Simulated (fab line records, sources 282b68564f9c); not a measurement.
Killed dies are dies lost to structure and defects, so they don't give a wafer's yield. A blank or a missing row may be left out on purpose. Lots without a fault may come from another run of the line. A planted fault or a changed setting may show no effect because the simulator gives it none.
Split-lot experiment | flow rit_cmos | 5 lots, 27 wafers read, on a route of 202 steps

THE SPLIT
At RIT_SPACER_CVD_03 (deposits Si3N4 from SiH2Cl2/NH3, target thk 250 nm, time 3300 s), the setting time_s was moved away from the recipe's 3300 s on 24 of the 27 wafers read, by -59.7% to +55.6%. The other wafers ran this setting at the recipe's value.

FROM THE SPLIT TO THE READING: what the file shows between them, 1 step
- RIT_SPACER_THK_MEAS_04

THE READING
oes_product_au, in a.u., at RIT_SPACER_ETCHBACK_05 (etches Si3N4 in SF6/CHF3, stops on SiO2, target depth 250 nm, time 240 s). Fault-free wafers of this fab line usually give 0.847 a.u., standard deviation 0.014 a.u..

wafer  | tool, chamber at the split | time_s as run, s | against the recipe | oes_product_au, a.u. | against lot-mates on the recipe
L075.2 | lpcvd-02, 1                | 3300             | recipe             | 0.829                | -
L075.3 | lpcvd-02, 1                | 3300             | recipe             | 0.884                | -
L075.4 | lpcvd-02, 1                | 3300             | recipe             | 0.847                | -
L077.1 | -, -                       | 2517             | -23.7%             | 0.708                | no lot-mate on the recipe
L077.2 | -, -                       | 2517             | -23.7%             | 0.707                | no lot-mate on the recipe
L077.3 | -, -                       | 2517             | -23.7%             | 0.712                | no lot-mate on the recipe
L077.4 | -, -                       | 2517             | -23.7%             | 0.706                | no lot-mate on the recipe
L077.5 | -, -                       | 2517             | -23.7%             | 0.700                | no lot-mate on the recipe
L077.6 | -, -                       | 2517             | -23.7%             | 0.707                | no lot-mate on the recipe
L080.1 | -, -                       | 5134             | +55.6%             | 0.997                | no lot-mate on the recipe
L080.2 | -, -                       | 5134             | +55.6%             | 0.996                | no lot-mate on the recipe
L080.3 | -, -                       | 5134             | +55.6%             | 0.988                | no lot-mate on the recipe
L080.4 | -, -                       | 5134             | +55.6%             | 1.042                | no lot-mate on the recipe
L080.5 | -, -                       | 5134             | +55.6%             | 0.999                | no lot-mate on the recipe
L080.6 | -, -                       | 5134             | +55.6%             | 0.997                | no lot-mate on the recipe
L081.1 | -, -                       | 1331             | -59.7%             | 0.473                | no lot-mate on the recipe
L081.2 | -, -                       | 1331             | -59.7%             | 0.495                | no lot-mate on the recipe
L081.3 | -, -                       | 1331             | -59.7%             | 0.488                | no lot-mate on the recipe
L081.4 | -, -                       | 1331             | -59.7%             | 0.463                | no lot-mate on the recipe
L081.5 | -, -                       | 1331             | -59.7%             | 0.479                | no lot-mate on the recipe
L081.6 | -, -                       | 1331             | -59.7%             | 0.482                | no lot-mate on the recipe
L082.1 | -, -                       | 2343             | -29.0%             | 0.673                | no lot-mate on the recipe
L082.2 | -, -                       | 2343             | -29.0%             | 0.675                | no lot-mate on the recipe
L082.3 | -, -                       | 2343             | -29.0%             | 0.656                | no lot-mate on the recipe
L082.4 | -, -                       | 2343             | -29.0%             | 0.685                | no lot-mate on the recipe
L082.5 | -, -                       | 2343             | -29.0%             | 0.674                | no lot-mate on the recipe
L082.6 | -, -                       | 2343             | -29.0%             | 0.676                | no lot-mate on the recipe

THE FIT
A straight line over all 27 wafers: oes_product_au changes by +0.00441 a.u. for each +1% of time_s; r = +0.98; the points scatter about the line by 0.04 a.u..
Too few moved wafers have a lot-mate on the recipe to fit a line with each lot's own level taken away.

THE WHOLE CHAIN: every reading that the file lists as answering this split, in the file's order
step                   | what it does                                                             | reading                                                                        | change (the file's fit)                   | r (the file's)
RIT_SPACER_CVD_03      | deposits Si3N4 from SiH2Cl2/NH3, target thk 250 nm, time 3300 s          | Si3N4_of_SPACER_CVD_03.thk_nm (the simulator's own value, which no gauge read) | +2.51 nm for each +1% of the setting      | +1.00
RIT_SPACER_THK_MEAS_04 |                                                                          | SPACER_NITRIDE_THK                                                             | +2.51 for each +1% of the setting         | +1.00
RIT_SPACER_ETCHBACK_05 | etches Si3N4 in SF6/CHF3, stops on SiO2, target depth 250 nm, time 240 s | oes_product_au                                                                 | +0.00441 a.u. for each +1% of the setting | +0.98
RIT_SPACER_ETCHBACK_05 | etches Si3N4 in SF6/CHF3, stops on SiO2, target depth 250 nm, time 240 s | etch.depth_nm (the simulator's own value, which no gauge read)                 | +1.8 nm for each +1% of the setting       | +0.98
RIT_SPACER_ETCHBACK_05 | etches Si3N4 in SF6/CHF3, stops on SiO2, target depth 250 nm, time 240 s | Si3N4_of_SPACER_CVD_03.thk_nm (the simulator's own value, which no gauge read) | +1.96 nm for each +1% of the setting      | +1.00

THE FILE'S OWN FIT
oes_product_au changes by +0.00441 a.u. for each +1% of time_s, r = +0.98.
